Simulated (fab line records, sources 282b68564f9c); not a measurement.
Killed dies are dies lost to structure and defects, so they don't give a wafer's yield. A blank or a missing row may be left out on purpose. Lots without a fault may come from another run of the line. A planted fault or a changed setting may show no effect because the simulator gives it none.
fab line records | flow rit_cmos
record lots=5 wafers=23
route steps=202 shown ACTIVE@2 FOX2@25 NWELL@29 PWELL@47 WELLDRIVE@50 NRETRO@61 GATE@84 NLDD@104 M1@202
start_h: hours from the record's first day to the start of the lot's first wafer shown | wait_h: hours since the lot's step before | " the same as in the row above | L1.1+2: a row that stands for several wafers | - no value, or no start given | * or withheld: withheld | < > ~ a bound
route shown NAME@n: a module of which the file shows steps, and the number in the route of the first | usual: mean/standard deviation of fault-free wafers | same: alike in all rows | chamber/n: place in a boat | sites: the reading at each site | _std_site: their standard deviation | _edge_site: outer sites' mean less inner sites' | radius_mm: how far each site lies from the wafer's centre | mask NAME#n: copy n | behind: the tool/chamber that last shaped the wafer | hold: why the lot was held/for how many hours/how that ended | device: the transistor (n, p or np) that didn't switch | end of line: the same wafers' tests at the end of the route | a step without rows: its recipe alone | killed: dies lost to structure and defects at the first sort, not the wafer's yield | map: a wafer's dies, x killed, . not, _ none there
set.NAME: the setting as run; set.NAME@STEP: as run at that earlier step | model.NAME: the simulator's own value behind a step, which no gauge read
lots whose settings were changed on purpose; a table a step, a row a wafer
## steps
# step RIT_ACTIVE_OXIDATION_01
# recipe temp_c=1000 ambient=O2 target_thk_a=468 ox_time_s=3360
# columns lot.wafer tool chamber start_h wait_h set.temp_c model.SiO2_of_ACTIVE_OXIDATION_01.thk_nm
L075.2 - - - 0.3 978.4 38.95
L075.3 " - " " 978.4 39.67
L075.4 " - " " 978.4 38.76
L075.5 " - " " 978.4 38.55
L075.6 " - " " 978.4 38.74
L076.1 - - - 0.1 1018 55.2
L076.2 " - " " 1018 54.86
L076.4 " - " " 1018 54.89
L076.5 " - " " 1018 54.53
L076.6 " - " " 1018 55.58
L081.3 furnace-01 0 45.67 0.6 1000 46.58
L081.4 " 0 " " 1000 46.35
L081.6 " 0 " " 1000 45.54
L082.1 - - - 0.9 1021 56.2
L082.3 " - " " 1021 55.91
L082.4 " - " " 1021 56.21
L082.5 " - " " 1021 56.48
L082.6 " - " " 1021 57.15
L085.2 - - - 1.0 984.8 40.27
L085.3 " - " " 984.8 40.58
L085.4 " - " " 984.8 39.56
L085.5 " - " " 984.8 39.73
L085.6 " - " " 984.8 39.94
# step RIT_ACTIVE_THK_MEAS_02
# recipe reads=SiO2_of_ACTIVE_OXIDATION_01
# usual ACTIVE_OXIDE_THK=46.7/0.67
# columns lot.wafer tool chamber start_h wait_h set.temp_c@ACTIVE_OXIDATION_01 ACTIVE_OXIDE_THK[nm]
L075.2 film_metro-02 - - - 978.4 39.0
L075.3 " - " " 978.4 39.7
L075.4 " - " " 978.4 38.8
L075.5 " - " " 978.4 38.5
L075.6 " - " " 978.4 38.7
L076.1 film_metro-04 - - - 1018 55.2
L076.2 " - " " 1018 54.8
L076.4 " - " " 1018 54.9
L076.5 " - " " 1018 54.6
L076.6 " - " " 1018 55.6
L081.3 film_metro-02 - 47.62 0.0 1000 46.6
L081.4 " - " " 1000 46.4
L081.6 " - " " 1000 45.6
L082.1 film_metro-04 - - - 1021 56.2
L082.3 " - " " 1021 55.9
L082.4 " - " " 1021 56.3
L082.5 " - " " 1021 56.5
L082.6 " - " " 1021 57.2
L085.2 film_metro-02 - - - 984.8 40.2
L085.3 " - " " 984.8 40.6
L085.4 " - " " 984.8 39.5
L085.5 " - " " 984.8 39.7
L085.6 " - " " 984.8 39.9
# step RIT_ACTIVE_DEVELOP_10
# recipe resist=NOVOLAK develop_time_s=50 dev_temp_c=23
# columns lot.wafer tool chamber start_h wait_h set.dev_temp_c
L075.2+3+5 litho_track-03 0 - - 24.15
L075.4+6 " 0 " " 23
L076.1+2+4+5+6 litho_track-01 0 - - 23
L081.3+4+6 litho_track-01 0 - - 23
L082.1+3+4 litho_track-02 0 - - 22.03
L082.5+6 " 0 " " 23
L085.2+4 litho_track-01 0 - - 23
L085.3+5+6 " 0 " " 20.67
# step RIT_ACTIVE_HARDBAKE_12
# recipe resist=NOVOLAK temp_c=140 time_s=60
# step RIT_FOX2_CLEAN_02
# recipe chemistry=dHF dilution=50:1 time_s=180
# step RIT_FOX2_WET_ETCH_03
# recipe chemistry=H3PO4 target=Si3N4 target_depth_nm=195 temp_c=165 time_s=2700
# columns lot.wafer tool chamber start_h wait_h set.temp_c@ACTIVE_OXIDATION_01 model.SiO2_of_ACTIVE_OXIDATION_01.thk_nm
L075.2 wet_bench-03 2 25.87 0.0 978.4 34.21
L075.3 " 2 " " 978.4 34.88
L075.4 " 2 " " 978.4 34.44
L075.5 " 2 " " 978.4 33.88
L075.6 " 2 " " 978.4 33.55
L076.1 wet_bench-04 0 29.12 0.0 1018 48.98
L076.2 " 0 " " 1018 48.72
L076.4 " 0 " " 1018 47.83
L076.5 " 0 " " 1018 48.43
L076.6 " 0 " " 1018 49.17
L081.3 wet_bench-01 1 55.32 0.0 1000 41.37
L081.4 " 1 " " 1000 40.49
L081.6 " 1 " " 1000 40.44
L082.1 wet_bench-01 3 61.06 0.0 1021 50
L082.3 " 3 " " 1021 48.84
L082.4 " 3 " " 1021 49.79
L082.5 " 3 " " 1021 50.02
L082.6 " 3 " " 1021 50.83
L085.2+4 wet_bench-01 3 76.08 0.0 984.8 35.11
L085.3 " 3 " " 984.8 35.84
L085.5 " 3 " " 984.8 35.1
L085.6 " 3 " " 984.8 34.81
# step RIT_NWELL_COAT_01
# recipe resist=NOVOLAK spin_rpm=2000 resist_thk_nm=1300
# columns lot.wafer tool chamber start_h wait_h set.spin_rpm model.NOVOLAK_of_NWELL_COAT_01.thk_nm
L075.2 litho_track-04 0 27.13 0.1 2000 1297
L075.3 " 0 " " 2000 1298
L075.4 " 0 " " 2131 1254
L075.5 " 0 " " 2131 1257
L075.6 " 0 " " 2000 1293
L076.1 litho_track-04 0 30.09 0.1 2000 1305
L076.2 " 0 " " 2000 1299
L076.4 " 0 " " 2085 1271
L076.5 " 0 " " 2000 1297
L076.6 " 0 " " 2085 1274
L081.3+4 litho_track-04 0 56.34 0.1 2000 1296
L081.6 " 0 " " 2000 1295
L082.1+4 litho_track-01 0 62.02 0.1 2000 1303
L082.3 " 0 " " 2074 1277
L082.5 " 0 " " 2074 1276
L082.6 " 0 " " 2074 1275
L085.2+5 litho_track-02 0 77.14 0.1 2000 1301
L085.3 " 0 " " 2000 1298
L085.4 " 0 " " 2000 1299
L085.6 " 0 " " 2000 1304
# step RIT_NWELL_SOFTBAKE_02
# recipe resist=NOVOLAK temp_c=90 time_s=60
# step RIT_NWELL_EXPOSE_03
# recipe mask_id=M2 na=0.57 target_cd_nm=43900 dose_mj=250
# step RIT_NWELL_DEVELOP_05
# recipe resist=NOVOLAK develop_time_s=68 dev_temp_c=23
# step RIT_NWELL_HARDBAKE_07
# recipe resist=NOVOLAK temp_c=140 time_s=120
# columns lot.wafer tool chamber start_h wait_h set.spin_rpm@NWELL_COAT_01 model.NOVOLAK_of_NWELL_COAT_01.thk_nm
L075.2+3 litho_track-01 0 28.04 0.1 2000 1135
L075.4 " 0 " " 2131 1098
L075.5 " 0 " " 2131 1100
L075.6 " 0 " " 2000 1131
L076.1 litho_track-01 0 30.98 0.0 2000 1141
L076.2 " 0 " " 2000 1136
L076.4 " 0 " " 2085 1112
L076.5 " 0 " " 2000 1134
L076.6 " 0 " " 2085 1114
L081.3+4 litho_track-02 0 57.27 0.1 2000 1134
L081.6 " 0 " " 2000 1133
L082.1+4 litho_track-01 0 62.79 0.0 2000 1139
L082.3 " 0 " " 2074 1117
L082.5 " 0 " " 2074 1116
L082.6 " 0 " " 2074 1115
L085.2+5 litho_track-01 0 78.05 0.1 2000 1138
L085.3 " 0 " " 2000 1135
L085.4 " 0 " " 2000 1136
L085.6 " 0 " " 2000 1140
# step RIT_NWELL_IMPLANT_08
# recipe species=P energy_kev=170 dose_cm2=5e+13 tilt_deg=7
# columns lot.wafer tool chamber start_h wait_h set.energy_kev model.implant.rp_nm model.implant.drp_nm
L075.2+5 implanter-04 0 28.27 0.2 163.7 205.3 66.94
L075.3+4+6 " 0 " " 170 213.4 68.82
L076.1+2 implanter-04 0 31.23 0.2 179.4 215.6 71.66
L076.4+5+6 " 0 " " 170 204 68.82
L081.3+4+6 implanter-03 0 57.53 0.2 170 211.1 68.82
L082.1+5+6 implanter-02 0 63.04 0.2 164.4 212.2 67.15
L082.3+4 " 0 " " 170 219.6 68.82
L085.2+3+5 implanter-03 0 78.28 0.2 160.7 197.7 66.03
L085.4+6 " 0 " " 170 209.5 68.82
# step RIT_PWELL_IMPLANT_08
# recipe species=B energy_kev=170 dose_cm2=7e+13 tilt_deg=7
# columns lot.wafer tool chamber start_h wait_h set.dose_cm2
L075.2+4+6 implanter-01 0 29.83 0.2 7e+13
L075.3+5 " 0 " " 7.448e+13
L076.1+4+5 implanter-04 0 32.91 0.2 6.67e+13
L076.2+6 " 0 " " 7e+13
L081.3+4+6 implanter-04 0 59.26 0.2 7e+13
L082.1+3+5 implanter-04 0 64.59 0.2 7e+13
L082.4+6 " 0 " " 7.472e+13
L085.2+5 implanter-04 0 79.96 0.2 7e+13
L085.3+4+6 " 0 " " 7.507e+13
# step RIT_PWELL_STRIP_09
# recipe chemistry=O2 time_s=180 resist=NOVOLAK platen_temp_c=withheld power_w=500 pressure_mtorr=4000 o2_flow_sccm=4000
# step RIT_PWELL_TW_MEAS_10
# usual PWELL_TW=944/10
# columns lot.wafer tool chamber start_h wait_h set.dose_cm2@PWELL_IMPLANT_08 PWELL_TW
L075.2 film_metro-04 - 30.14 0.1 7e+13 958
L075.3 " - " " 7.448e+13 978
L075.4 " - " " 7e+13 961
L075.5 " - " " 7.448e+13 977
L075.6 " - " " 7e+13 958
L076.1 film_metro-03 - 33.24 0.1 6.67e+13 921
L076.2 " - " " 7e+13 942
L076.4 " - " " 6.67e+13 921
L076.5 " - " " 6.67e+13 922
L076.6 " - " " 7e+13 936
L081.3 film_metro-02 - 59.56 0.1 7e+13 956
L081.4 " - " " 7e+13 951
L081.6 " - " " 7e+13 958
L082.1 film_metro-04 - 64.92 0.1 7e+13 952
L082.3 " - " " 7e+13 954
L082.4 " - " " 7.472e+13 968
L082.5 " - " " 7e+13 955
L082.6 " - " " 7.472e+13 973
L085.2 film_metro-03 - 80.27 0.1 7e+13 938
L085.3 " - " " 7.507e+13 951
L085.4 " - " " 7.507e+13 950
L085.5 " - " " 7e+13 932
L085.6 " - " " 7.507e+13 953
# step RIT_WELLDRIVE_ANNEAL_00
# recipe temp_c=1100 time_s=14700 ambient=N2
# step RIT_WELLDRIVE_RS_MEAS_02
# recipe thk_meas_gauge=four-point-probe
# usual PWELL_RS=429.4/1
# columns lot.wafer tool chamber start_h wait_h set.dose_cm2@PWELL_IMPLANT_08 PWELL_RS[ohm/sq]
L075.2 film_metro-04 - 35.41 0.1 7e+13 429.8
L075.3 " - " " 7.448e+13 412.3
L075.4 " - " " 7e+13 429.5
L075.5 " - " " 7.448e+13 413.5
L075.6 " - " " 7e+13 428.9
L076.1 film_metro-03 - 39.23 0.1 6.67e+13 443.7
L076.2 " - " " 7e+13 429.3
L076.4 " - " " 6.67e+13 443.3
L076.5 " - " " 6.67e+13 442.8
L076.6 " - " " 7e+13 430.1
L081.3 film_metro-03 - 64.84 0.1 7e+13 429.0
L081.4 " - " " 7e+13 427.5
L081.6 " - " " 7e+13 427.7
L082.1 film_metro-03 - 70.87 0.1 7e+13 430.0
L082.3 " - " " 7e+13 431.3
L082.4 " - " " 7.472e+13 414.0
L082.5 " - " " 7e+13 431.3
L082.6 " - " " 7.472e+13 414.1
L085.2 film_metro-02 - 85.87 0.1 7e+13 427.7
L085.3 " - " " 7.507e+13 410.7
L085.4 " - " " 7.507e+13 410.2
L085.5 " - " " 7e+13 427.9
L085.6 " - " " 7.507e+13 410.4
# step RIT_NRETRO_IMPLANT_08
# recipe species=P energy_kev=70 dose_cm2=1e+13 tilt_deg=7
# columns lot.wafer tool chamber start_h wait_h set.dose_cm2
L075.2+3 implanter-01 0 36.82 0.2 1e+13
L075.4+5+6 " 0 " " 9.348e+12
L076.1+2+4+5+6 implanter-01 0 40.52 0.2 1e+13
L081.3+4+6 implanter-02 0 66.14 0.2 1e+13
L082.1+5 implanter-03 0 72.28 0.2 1e+13
L082.3+4+6 " 0 " " 9.675e+12
L085.2+3+4+5+6 implanter-03 0 87.23 0.2 1e+13
# step RIT_NRETRO_STRIP_09
# recipe chemistry=O2 time_s=180 resist=NOVOLAK platen_temp_c=withheld power_w=500 pressure_mtorr=4000 o2_flow_sccm=4000
# step RIT_NRETRO_TW_MEAS_10
# usual NRETRO_TW=1054/3.8
# columns lot.wafer tool chamber start_h wait_h set.dose_cm2@NRETRO_IMPLANT_08 NRETRO_TW
L075.2 film_metro-04 - 37.13 0.1 1e+13 1057
L075.3 " - " " 1e+13 1057
L075.4 " - " " 9.348e+12 1037
L075.5 " - " " 9.348e+12 1030
L075.6 " - " " 9.348e+12 1032
L076.1 film_metro-04 - 40.84 0.1 1e+13 1058
L076.2 " - " " 1e+13 1057
L076.4 " - " " 1e+13 1055
L076.5 " - " " 1e+13 1060
L076.6 " - " " 1e+13 1061
L081.3 film_metro-02 - 66.43 0.1 1e+13 1054
L081.4 " - " " 1e+13 1055
L081.6 " - " " 1e+13 1048
L082.1 film_metro-02 - 72.61 0.1 1e+13 1057
L082.3 " - " " 9.675e+12 1045
L082.4 " - " " 9.675e+12 1048
L082.5 " - " " 1e+13 1054
L082.6 " - " " 9.675e+12 1046
L085.2 film_metro-04 - 87.54 0.1 1e+13 1051
L085.3 " - " " 1e+13 1046
L085.4 " - " " 1e+13 1053
L085.5 " - " " 1e+13 1055
L085.6 " - " " 1e+13 1052
# step RIT_GATE_CVD_08
# recipe material=poly-Si target_thk_nm=250 temp_c=610 precursor=SiH4 time_s=2220 pressure_mtorr=300 sih4_flow_sccm=100
# columns lot.wafer tool chamber start_h wait_h set.time_s model.poly-Si_of_GATE_CVD_08.thk_nm
L075.2 - - - 0.2 2118 239.4
L075.3 " - " " 2118 240.4
L075.4 " - " " 2118 238.5
L075.5 " - " " 2118 239.1
L075.6 " - " " 2118 239.9
L076.1 - - - 0.1 2442 275.6
L076.2 " - " " 2442 275.9
L076.4 " - " " 2442 278.5
L076.5 " - " " 2442 276.9
L076.6 " - " " 2442 277.8
L081.3 lpcvd-01 0 73.21 0.0 2220 251.8
L081.4 " 0 " " 2220 251.9
L081.6 " 0 " " 2220 253.3
L082.1 - - - 0.1 1974 225.1
L082.3 " - " " 1974 222.3
L082.4 " - " " 1974 223.5
L082.5 " - " " 1974 225
L082.6 " - " " 1974 224.8
L085.2 - - - 0.0 2365 265.1
L085.3 " - " " 2365 265.9
L085.4 " - " " 2365 267.3
L085.5 " - " " 2365 268.5
L085.6 " - " " 2365 266.9
# step RIT_GATE_THK_MEAS_09
# recipe reads=poly-Si_of_GATE_CVD_08
# usual GATE_POLY_THK=250.9/1.8
# columns lot.wafer tool chamber start_h wait_h set.time_s@GATE_CVD_08 GATE_POLY_THK[nm]
L075.2 film_metro-04 - - - 2118 239.1
L075.3 " - " " 2118 240.3
L075.4 " - " " 2118 238.4
L075.5 " - " " 2118 239.1
L075.6 " - " " 2118 240.0
L076.1 film_metro-01 - - - 2442 275.6
L076.2 " - " " 2442 275.9
L076.4 " - " " 2442 278.5
L076.5 " - " " 2442 277.0
L076.6 " - " " 2442 277.5
L081.3 film_metro-01 - 74.84 0.0 2220 251.7
L081.4 " - " " 2220 251.8
L081.6 " - " " 2220 253.2
L082.1 film_metro-04 - - - 1974 224.8
L082.3 " - " " 1974 222.5
L082.4 " - " " 1974 223.5
L082.5 " - " " 1974 225.0
L082.6 " - " " 1974 224.7
L085.2 film_metro-03 - - - 2365 265.1
L085.3 " - " " 2365 266.0
L085.4 " - " " 2365 267.4
L085.5 " - " " 2365 268.6
L085.6 " - " " 2365 266.8
# step RIT_GATE_DEVELOP_15
# recipe resist=NOVOLAK develop_time_s=50 dev_temp_c=23
# columns lot.wafer tool chamber start_h wait_h set.dev_temp_c
L075.2+5+6 litho_track-04 0 - - 21.34
L075.3+4 " 0 " " 23
L076.1+2+4+5+6 litho_track-01 0 - - 23
L081.3+4+6 litho_track-02 0 - - 23
L082.1+4+6 litho_track-02 0 - - 21.6
L082.3+5 " 0 " " 23
L085.2+3+4+5+6 litho_track-01 0 - - 23
# step RIT_NLDD_COAT_01
# recipe resist=NOVOLAK spin_rpm=3250 resist_thk_nm=1000
# columns lot.wafer tool chamber start_h wait_h set.resist_thk_nm model.NOVOLAK_of_NLDD_COAT_01.thk_nm
L075.2 litho_track-02 0 47.55 0.1 1000 998.7
L075.3 " 0 " " 1000 1001
L075.4+5 " 0 " " 980.5 978.2
L075.6 " 0 " " 1000 999
L076.1 litho_track-02 0 50.90 0.1 976.2 975.6
L076.2 " 0 " " 1000 997.7
L076.4 " 0 " " 976.2 978.8
L076.5 " 0 " " 1000 1001
L076.6 " 0 " " 976.2 974.5
L081.3 litho_track-04 0 81.78 0.1 1000 1001
L081.4 " 0 " " 1000 1004
L081.6 " 0 " " 1000 1005
L082.1 litho_track-03 0 85.91 0.1 1000 1000
L082.3+4 " 0 " " 1000 1001
L082.5 " 0 " " 1000 999.2
L082.6 " 0 " " 1000 1003
L085.2 litho_track-04 0 100.61 0.1 1000 1003
L085.3+5 " 0 " " 1000 1000
L085.4 " 0 " " 1000 1002
L085.6 " 0 " " 1000 1005
# step RIT_NLDD_SOFTBAKE_02
# recipe resist=NOVOLAK temp_c=90 time_s=60
# step RIT_NLDD_EXPOSE_03
# recipe mask_id=M7 na=0.57 target_cd_nm=40700 dose_mj=250
# step RIT_NLDD_DEVELOP_05
# recipe resist=NOVOLAK develop_time_s=50 dev_temp_c=23
# step RIT_NLDD_HARDBAKE_07
# recipe resist=NOVOLAK temp_c=140 time_s=60
# columns lot.wafer tool chamber start_h wait_h set.resist_thk_nm@NLDD_COAT_01 model.NOVOLAK_of_NLDD_COAT_01.thk_nm
L075.2 litho_track-04 0 48.50 0.0 1000 882.6
L075.3 " 0 " " 1000 884.3
L075.4+5 " 0 " " 980.5 864.7
L075.6 " 0 " " 1000 882.9
L076.1 litho_track-04 0 51.64 0.0 976.2 862.4
L076.2 " 0 " " 1000 881.7
L076.4 " 0 " " 976.2 865.2
L076.5 " 0 " " 1000 884.9
L076.6 " 0 " " 976.2 861.4
L081.3 litho_track-03 0 82.65 0.1 1000 885
L081.4 " 0 " " 1000 886.9
L081.6 " 0 " " 1000 888.3
L082.1 litho_track-02 0 86.77 0.0 1000 884
L082.3 " 0 " " 1000 884.3
L082.4 " 0 " " 1000 884.2
L082.5 " 0 " " 1000 883.1
L082.6 " 0 " " 1000 886.8
L085.2 litho_track-03 0 101.53 0.0 1000 886.7
L085.3+5 " 0 " " 1000 884
L085.4 " 0 " " 1000 885.1
L085.6 " 0 " " 1000 888.5
# step RIT_M1_PROBE_99
# usual killed_at_contacts=0.0/0.2 killed_at_front_end=7/3 killed_dies=7/3 killed_open=3.2/2 killed_short=3.6/2
# same gross_dies=264 killed_at_M0_to_M3=0 killed_at_M4_up=0 killed_at_back_side=0 killed_at_other=0
# columns lot.wafer tool chamber start_h wait_h set.temp_c@ACTIVE_OXIDATION_01 set.dev_temp_c@GATE_DEVELOP_15 killed_at_contacts killed_at_front_end killed_dies killed_open killed_short model.etest.nldd.width_nm model.etest.nmos_0p15.drive_ua_um model.etest.nmos_0p15.r_on_ohm_um model.etest.pldd.width_nm model.etest.pmos_0p15.drive_ua_um model.etest.pmos_0p15.r_on_ohm_um model.etest.pmos_turned.r_on_ohm_um
L075.2 prober-02 - 66.14 0.1 978.4 21.34 0 7 7 3 4 3270 556.8 1017 3250 301.9 2441 3036
L075.3 prober-02 - 66.19 0.2 978.4 23 0 1 1 0 1 3241 480.8 1093 3257 265.9 2683 3284
L075.4 prober-02 - 66.24 0.2 978.4 23 0 2 2 1 1 3265 490.9 1091 3262 270.7 2670 3238
L075.5 prober-02 - 66.29 0.2 978.4 21.34 0 15 15 8 7 3247 522.2 1047 3255 294.8 2457 3083
L075.6 prober-02 - 66.34 0.2 978.4 21.34 0 10 10 7 3 3246 555 1001 3253 309.6 2370 2980
L076.1 prober-01 - 67.59 0.1 1018 23 0 13 13 5 8 3118 459.8 1192 3110 249.8 2876 3745
L076.2 prober-01 - 67.64 0.1 1018 23 0 6 6 2 4 3086 454.1 1153 3089 254.6 2782 3636
L076.4 prober-01 - 67.74 0.2 1018 23 0 3 3 2 1 3108 456.4 1178 3106 248.9 2845 3737
L076.5 prober-01 - 67.79 0.2 1018 23 0 6 6 3 3 3105 446.9 1192 3109 241.8 2892 3781
L076.6 prober-01 - 67.84 0.2 1018 23 0 9 9 5 4 3093 441 1197 3100 245.3 2877 3785
L081.3 prober-01 - 98.73 0.2 1000 23 0 5 5 3 2 3173 450.6 1168 3171 247.2 2860 3548
L081.4 prober-01 - 98.78 0.2 1000 23 0 4 4 1 3 3178 452.8 1168 3167 247.1 2860 3510
L081.6 prober-01 - 98.88 0.2 1000 23 0 3 3 2 1 3182 443.2 1178 3197 238.7 2924 3594
L082.1 prober-02 - 101.97 0.1 1021 21.6 0 2 2 1 1 3091 534.2 1009 3092 313.2 2310 2823
L082.3 prober-02 - 102.07 0.2 1021 23 0 12 12 5 7 3072 488.5 1068 3054 283.8 2497 2981
L082.4 prober-02 - 102.12 0.2 1021 21.6 0 10 10 2 8 3066 529.2 994 3064 320.7 2265 2735
L082.5 prober-02 - 102.17 0.2 1021 23 1 6 7 4 3 3066 479.7 1083 3047 274.1 2587 3076
L082.6 prober-02 - 102.22 0.2 1021 21.6 0 4 4 2 2 3091 518.1 1012 3081 316.5 2263 2749
L085.2 prober-01 - 118.30 0.1 984.8 23 0 6 6 3 3 3246 451.5 1149 3246 245.8 2823 3626
L085.3 prober-01 - 118.35 0.2 984.8 23 0 6 6 3 3 3242 440.4 1169 3247 254.9 2755 3520
L085.4 prober-01 - 118.40 0.2 984.8 23 0 6 6 0 6 3260 433.9 1177 3247 246.8 2861 3615
L085.5 prober-01 - 118.45 0.2 984.8 23 0 3 3 3 0 3234 447.9 1146 3248 249.8 2805 3616
L085.6 prober-01 - 118.50 0.2 984.8 23 1 5 6 4 2 3233 441.7 1150 3238 250.8 2774 3546
# killed by level:class
L075.2 GATE:geometric_particle:short=3 SILICIDE:geometric_particle:open=2 REOX:geometric_particle:open=1 SILICIDE:geometric_particle:short=1
L075.3 SILICIDE:geometric_particle:short=1
L075.4 FOX2:geometric_particle:short=1 SILICIDE:geometric_particle:open=1
L075.5 REOX:geometric_particle:short=4 GATE:geometric_particle:open=3 REOX:geometric_particle:open=3 GATE:geometric_particle:short=2 FOX1:geometric_particle:open=1 FOX2:geometric_particle:open=1 SPACER:geometric_particle:short=1
L075.6 FOX2:geometric_particle:open=2 FOX2:geometric_particle:short=2 GATE:geometric_particle:open=2 REOX:geometric_particle:open=2 GATE:geometric_particle:short=1 SPACER:geometric_particle:open=1
L076.1 FOX1:geometric_particle:short=3 GATE:geometric_particle:open=2 FOX2:geometric_particle:short=1 GATE:geometric_particle:short=1 REOX:geometric_particle:open=1 REOX:geometric_particle:short=1 SPACER:geometric_particle:short=1 SPACER:geometric_particle:open=1
L076.2 FOX1:geometric_particle:short=2 GATE:geometric_particle:short=2 FOX1:geometric_particle:open=1 FOX2:geometric_particle:open=1
L076.4 FOX1:geometric_particle:open=1 FOX1:geometric_particle:short=1 REOX:geometric_particle:open=1
L076.5 REOX:geometric_particle:open=2 GATE:geometric_particle:short=1 GATE:geometric_particle:open=1 REOX:geometric_particle:short=1 SPACER:geometric_particle:short=1
L076.6 FOX2:geometric_particle:open=3 ACTIVE:geometric_particle:short=1 FOX1:geometric_particle:short=1 FOX2:geometric_particle:short=1 REOX:geometric_particle:open=1 REOX:geometric_particle:short=1 SPACER:geometric_particle:open=1
L081.3 GATE:geometric_particle:open=2 FOX2:geometric_particle:open=1 GATE:geometric_particle:short=1 SPACER:geometric_particle:short=1
L081.4 GATE:geometric_particle:short=2 GATE:geometric_particle:open=1 SILICIDE:geometric_particle:short=1
L081.6 FOX2:geometric_particle:open=1 FOX2:geometric_particle:short=1 GATE:geometric_particle:open=1
L082.1 FOX1:geometric_particle:short=1 SILICIDE:geometric_particle:open=1
L082.3 FOX1:geometric_particle:short=3 REOX:geometric_particle:short=2 FOX1:geometric_particle:open=1 FOX2:geometric_particle:open=1 FOX2:geometric_particle:short=1 GATE:geometric_particle:open=1 GATE:geometric_particle:short=1 REOX:geometric_particle:open=1
L082.4 FOX2:geometric_particle:short=2 GATE:geometric_particle:short=2 ACTIVE:geometric_particle:short=1 FOX1:geometric_particle:short=1 FOX2:geometric_particle:open=1 REOX:geometric_particle:short=1 SPACER:geometric_particle:open=1 SILICIDE:geometric_particle:short=1
L082.5 GATE:geometric_particle:open=2 FOX1:geometric_particle:short=1 GATE:geometric_particle:short=1 REOX:geometric_particle:short=1 SPACER:geometric_particle:open=1 CONTACT:geometric_particle:open=1
L082.6 GATE:geometric_particle:short=1 GATE:geometric_particle:open=1 SILICIDE:geometric_particle:open=1 SILICIDE:geometric_particle:short=1
L085.2 SPACER:geometric_particle:short=2 SILICIDE:geometric_particle:open=2 SPACER:geometric_particle:open=1 SILICIDE:geometric_particle:short=1
L085.3 FOX2:geometric_particle:open=1 GATE:geometric_particle:short=1 GATE:geometric_particle:open=1 SPACER:geometric_particle:short=1 SILICIDE:geometric_particle:open=1 SILICIDE:geometric_particle:short=1
L085.4 SILICIDE:geometric_particle:short=4 FOX1:geometric_particle:short=1 GATE:geometric_particle:short=1
L085.5 GATE:geometric_particle:open=1 SPACER:geometric_particle:open=1 SILICIDE:geometric_particle:open=1
L085.6 GATE:geometric_particle:short=2 GATE:geometric_particle:open=2 FOX1:geometric_particle:open=1 CONTACT:geometric_particle:open=1
## key
split step=RIT_ACTIVE_OXIDATION_01 setting=temp_c stated=1000 by=lot
response step=RIT_ACTIVE_OXIDATION_01 reading=model.SiO2_of_ACTIVE_OXIDATION_01.thk_nm change=+4.25 per=1% r=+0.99
response step=RIT_ACTIVE_THK_MEAS_02 reading=ACTIVE_OXIDE_THK change=+4.26 per=1% r=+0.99
response step=RIT_FOX2_WET_ETCH_03 reading=model.SiO2_of_ACTIVE_OXIDATION_01.thk_nm change=+3.82 per=1% r=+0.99
response step=RIT_M1_PROBE_99 reading=model.etest.nldd.width_nm change=-41.6 per=1% r=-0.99
response step=RIT_M1_PROBE_99 reading=model.etest.pldd.width_nm change=-43.5 per=1% r=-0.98
split step=RIT_ACTIVE_DEVELOP_10 setting=dev_temp_c stated=23 by=wafer
response none clear
split step=RIT_NWELL_COAT_01 setting=spin_rpm stated=2000 by=wafer
response step=RIT_NWELL_COAT_01 reading=model.NOVOLAK_of_NWELL_COAT_01.thk_nm change=-6.45 per=1% r=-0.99
response step=RIT_NWELL_HARDBAKE_07 reading=model.NOVOLAK_of_NWELL_COAT_01.thk_nm change=-5.56 per=1% r=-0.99
split step=RIT_NWELL_IMPLANT_08 setting=energy_kev stated=170 by=wafer
response step=RIT_NWELL_IMPLANT_08 reading=model.implant.rp_nm change=+2.15 per=1% r=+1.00
response step=RIT_NWELL_IMPLANT_08 reading=model.implant.drp_nm change=+0.51 per=1% r=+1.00
split step=RIT_PWELL_IMPLANT_08 setting=dose_cm2 stated=7e+13 by=wafer
response step=RIT_PWELL_TW_MEAS_10 reading=PWELL_TW change=+2.71 per=1% r=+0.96
response step=RIT_WELLDRIVE_RS_MEAS_02 reading=PWELL_RS change=-2.54 per=1% r=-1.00
split step=RIT_NRETRO_IMPLANT_08 setting=dose_cm2 stated=1e+13 by=wafer
response step=RIT_NRETRO_TW_MEAS_10 reading=NRETRO_TW change=+3.53 per=1% r=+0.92
split step=RIT_GATE_CVD_08 setting=time_s stated=2220 by=lot
response step=RIT_GATE_CVD_08 reading=model.poly-Si_of_GATE_CVD_08.thk_nm change=+2.49 per=1% r=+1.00
response step=RIT_GATE_THK_MEAS_09 reading=GATE_POLY_THK change=+2.49 per=1% r=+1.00
split step=RIT_GATE_DEVELOP_15 setting=dev_temp_c stated=23 by=wafer
response step=RIT_M1_PROBE_99 reading=model.etest.pmos_0p15.r_on_ohm_um change=+38.4 per=1% r=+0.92
response step=RIT_M1_PROBE_99 reading=model.etest.pmos_turned.r_on_ohm_um change=+36.2 per=1% r=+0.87
response step=RIT_M1_PROBE_99 reading=model.etest.nmos_0p15.r_on_ohm_um change=+10.5 per=1% r=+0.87
response step=RIT_M1_PROBE_99 reading=model.etest.pmos_0p15.drive_ua_um change=-5.32 per=1% r=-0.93
response step=RIT_M1_PROBE_99 reading=model.etest.nmos_0p15.drive_ua_um change=-7.7 per=1% r=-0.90
split step=RIT_NLDD_COAT_01 setting=resist_thk_nm stated=1000 by=wafer
response step=RIT_NLDD_COAT_01 reading=model.NOVOLAK_of_NLDD_COAT_01.thk_nm change=+10.2 per=1% r=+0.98
response step=RIT_NLDD_HARDBAKE_07 reading=model.NOVOLAK_of_NLDD_COAT_01.thk_nm change=+8.93 per=1% r=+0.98
